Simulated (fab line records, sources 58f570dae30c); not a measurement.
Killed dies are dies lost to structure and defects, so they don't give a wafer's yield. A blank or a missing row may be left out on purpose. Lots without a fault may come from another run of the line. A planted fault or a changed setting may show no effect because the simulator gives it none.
Which tool did it? | flow berkeley_cmos170 | 14 lots, 42 wafers sampled, at 4 steps of a route of 331

WHAT THE GAUGES READ, wafer by wafer
UCB170_NSD_TW_MEAS_10. Usual: NSD_TW 4159, standard deviation 37.
lot  | measured     | on            | NSD_TW         | flag
L464 | day 6 04:47  | film_metro-01 | 4104 4128 4104 |
L466 | day 6 20:38  | film_metro-02 | 4167 4161 4158 |
L465 | day 6 20:53  | film_metro-01 | 4103 4105 4097 |
L469 | day 7 20:19  | film_metro-02 | 4170 4176 4206 |
L471 | day 8 10:26  | film_metro-02 | 4175 4185 4186 |
L472 | day 8 19:46  | film_metro-02 | 4202 4186 4193 |
L473 | day 9 05:06  | film_metro-02 | 4198 4201 4195 |
L474 | day 9 05:35  | film_metro-04 | 4179 4154 4190 |
L476 | day 9 05:49  | film_metro-02 | 4200 4187 4196 |
L475 | day 9 10:59  | film_metro-04 | 4170 4199 4177 |
L477 | day 9 18:52  | film_metro-02 | 4171 4176 4186 |
L478 | day 9 19:12  | film_metro-04 | 4193 4174 4165 |
L479 | day 10 03:38 | film_metro-01 | 4487 4493 4478 | OFF
L482 | day 10 11:32 | film_metro-02 | 4538 4537 4544 | OFF

UCB170_SDANNEAL_RS_MEAS_03: measures by four-point-probe. Usual: NSD_RS 37.30 ohm/sq, standard deviation 0.094.
lot  | measured     | on            | NSD_RS (ohm/sq)   | flag
L464 | day 6 06:07  | film_metro-01 | 37.19 37.28 37.37 |
L466 | day 6 21:50  | film_metro-01 | 37.35 37.30 37.34 |
L465 | day 6 22:05  | film_metro-04 | 37.41 37.38 37.35 |
L469 | day 7 21:32  | film_metro-01 | 37.39 37.32 37.38 |
L471 | day 8 11:47  | film_metro-02 | 37.19 37.19 37.29 |
L472 | day 8 21:14  | film_metro-02 | 37.20 37.17 37.18 |
L473 | day 9 06:49  | film_metro-02 | 37.29 37.31 37.34 |
L474 | day 9 07:10  | film_metro-01 | 37.24 37.19 37.21 |
L476 | day 9 07:32  | film_metro-04 | 37.26 37.31 37.34 |
L475 | day 9 12:11  | film_metro-02 | 37.20 37.28 37.18 |
L477 | day 9 20:17  | film_metro-02 | 37.40 37.35 37.35 |
L478 | day 9 20:53  | film_metro-01 | 37.22 37.19 37.25 |
L479 | day 10 05:23 | film_metro-02 | 34.23 34.24 34.10 | OFF
L482 | day 10 13:13 | film_metro-01 | 34.24 34.18 34.07 | OFF

WHICH TOOL RAN EACH LOT (tool, then ch and the chambers of the sampled wafers, then the start)
lot  | UCB170_NSD_IMPLANT_08           | UCB170_NSD_STRIP_09
L464 | implanter-03 ch 0, day 6 04:32  | plasma_asher-03 ch 0,1, day 6 04:41
L466 | implanter-02 ch 0, day 6 20:23  | plasma_asher-02 ch 0,1, day 6 20:32
L465 | implanter-03 ch 0, day 6 20:38  | plasma_asher-04 ch 0,1, day 6 20:47
L469 | implanter-02 ch 0, day 7 20:04  | plasma_asher-04 ch 0,1, day 7 20:13
L471 | implanter-03 ch 0, day 8 10:11  | plasma_asher-02 ch 0,1, day 8 10:20
L472 | implanter-03 ch 0, day 8 19:31  | plasma_asher-04 ch 0,1, day 8 19:40
L473 | implanter-03 ch 0, day 9 04:51  | plasma_asher-04 ch 0,1, day 9 05:00
L474 | implanter-01 ch 0, day 9 05:20  | plasma_asher-03 ch 0,1, day 9 05:29
L476 | implanter-02 ch 0, day 9 05:35  | plasma_asher-02 ch 0,1, day 9 05:42
L475 | implanter-01 ch 0, day 9 10:44  | plasma_asher-04 ch 0,1, day 9 10:53
L477 | implanter-02 ch 0, day 9 18:38  | plasma_asher-04 ch 0,1, day 9 18:46
L478 | implanter-03 ch 0, day 9 18:59  | plasma_asher-02 ch 0,1, day 9 19:07
L479 | implanter-02 ch 0, day 10 03:24 | plasma_asher-04 ch 0,1, day 10 03:32
L482 | implanter-02 ch 0, day 10 11:17 | plasma_asher-03 ch 0,1, day 10 11:26
- UCB170_NSD_IMPLANT_08
- UCB170_NSD_STRIP_09: strips in O2.

WHAT THE TOOLS THEMSELVES READ (means of the sampled wafers that have a number; where no wafer has one, the mark that the record gives instead)
UCB170_NSD_IMPLANT_08. Usual: beam_energy_keV 40.002, standard deviation 0.012; faraday_current_uA 9264, standard deviation 180.
lot  | tool         | beam_energy_keV | faraday_current_uA | flag
L464 | implanter-03 | 40.008          | 9250               |
L466 | implanter-02 | 40.002          | 9334               |
L465 | implanter-03 | 39.990          | 9149               |
L469 | implanter-02 | 39.997          | 9319               |
L471 | implanter-03 | 40.006          | 9232               |
L472 | implanter-03 | 40.012          | 9168               |
L473 | implanter-03 | 39.993          | 9203               |
L474 | implanter-01 | 40.005          | 9228               |
L476 | implanter-02 | 40.008          | 9325               |
L475 | implanter-01 | 40.013          | 9135               |
L477 | implanter-02 | 39.994          | 9063               |
L478 | implanter-03 | 40.000          | 9179               |
L479 | implanter-02 | 53.990          | 9147               | OFF
L482 | implanter-02 | 54.010          | 9239               | OFF

UCB170_NSD_STRIP_09. Usual: chamber_pressure_mTorr 3500 mTorr, standard deviation 3.4; drypump_motor_current_A 6.0 A, standard deviation 0.46; oes_product_au 0.533 a.u., standard deviation 0.0042; strip_time_to_endpoint_s 35.80 s, standard deviation 0.096.
lot  | tool            | chamber_pressure_mTorr (mTorr) | drypump_motor_current_A (A) | oes_product_au (a.u.) | strip_time_to_endpoint_s (s) | flag
L464 | plasma_asher-03 | 3502                           | 5.3                         | 0.536                 | 35.78                        |
L466 | plasma_asher-02 | 3502                           | 6.1                         | 0.534                 | 35.93                        |
L465 | plasma_asher-04 | 3500                           | 6.4                         | 0.534                 | 35.77                        |
L469 | plasma_asher-04 | 3498                           | 6.1                         | 0.532                 | 35.91                        |
L471 | plasma_asher-02 | 3500                           | 6.1                         | 0.531                 | 35.82                        |
L472 | plasma_asher-04 | 3500                           | 6.0                         | 0.534                 | 35.85                        |
L473 | plasma_asher-04 | 3504                           | 6.0                         | 0.533                 | 35.71                        |
L474 | plasma_asher-03 | 3501                           | 5.3                         | 0.531                 | 35.67                        |
L476 | plasma_asher-02 | 3501                           | 6.1                         | 0.531                 | 35.79                        |
L475 | plasma_asher-04 | 3502                           | 6.0                         | 0.532                 | 35.85                        |
L477 | plasma_asher-04 | 3500                           | 6.4                         | 0.535                 | 35.75                        |
L478 | plasma_asher-02 | 3501                           | 6.1                         | 0.528                 | 35.79                        |
L479 | plasma_asher-04 | 3500                           | 6.0                         | 0.496                 | 40.76                        | OFF
L482 | plasma_asher-03 | 3501                           | 5.7                         | 0.494                 | 40.87                        | OFF

THE ANSWER, worked out from the rows above alone
Rule: a lot is off if the mean of its wafers that have a number lies more than 3 standard deviations from the usual mean. A lot without any number at a reading at which 4 lots or more have one is off too. The other lots that the step has rows for count as sound. The gauges are gone through in route order, then the tools' own readings, and for those a lot's mean is taken as printed above. The first step at which some lot is off is used, and at that step the reading that is off furthest; a lot without a number counts as furthest.
Off: L479, L482, at UCB170_NSD_TW_MEAS_10 (NSD_TW).
A tool fits if, at a process step before that reading, it ran every lot that is off, and no sound lot after the first of them. The gauges at UCB170_NSD_TW_MEAS_10 aren't tried: what is off there is off at UCB170_NSD_IMPLANT_08 too, on other tools, and a gauge's error can't cause that. One fits: implanter-02 at UCB170_NSD_IMPLANT_08. Its last sound lot is L477 (day 9 18:38), its first lot that is off L479 (day 10 03:24): a fault that began between those two fits.
The tool's own readings at UCB170_NSD_IMPLANT_08 bear it out: on the lots that are off they differ by more than 5 times the standard deviation of the sound lots' means. beam_energy_keV reads 54.000 there against 40.002 on the sound lots.

WHAT THE SIMULATOR HAD PUT IN
Process parameter drift: implanter-02, from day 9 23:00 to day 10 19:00, at UCB170_NSD_IMPLANT_08. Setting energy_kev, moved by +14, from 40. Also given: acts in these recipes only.
Lots struck among those shown: L479, L482. The rule above found the same.
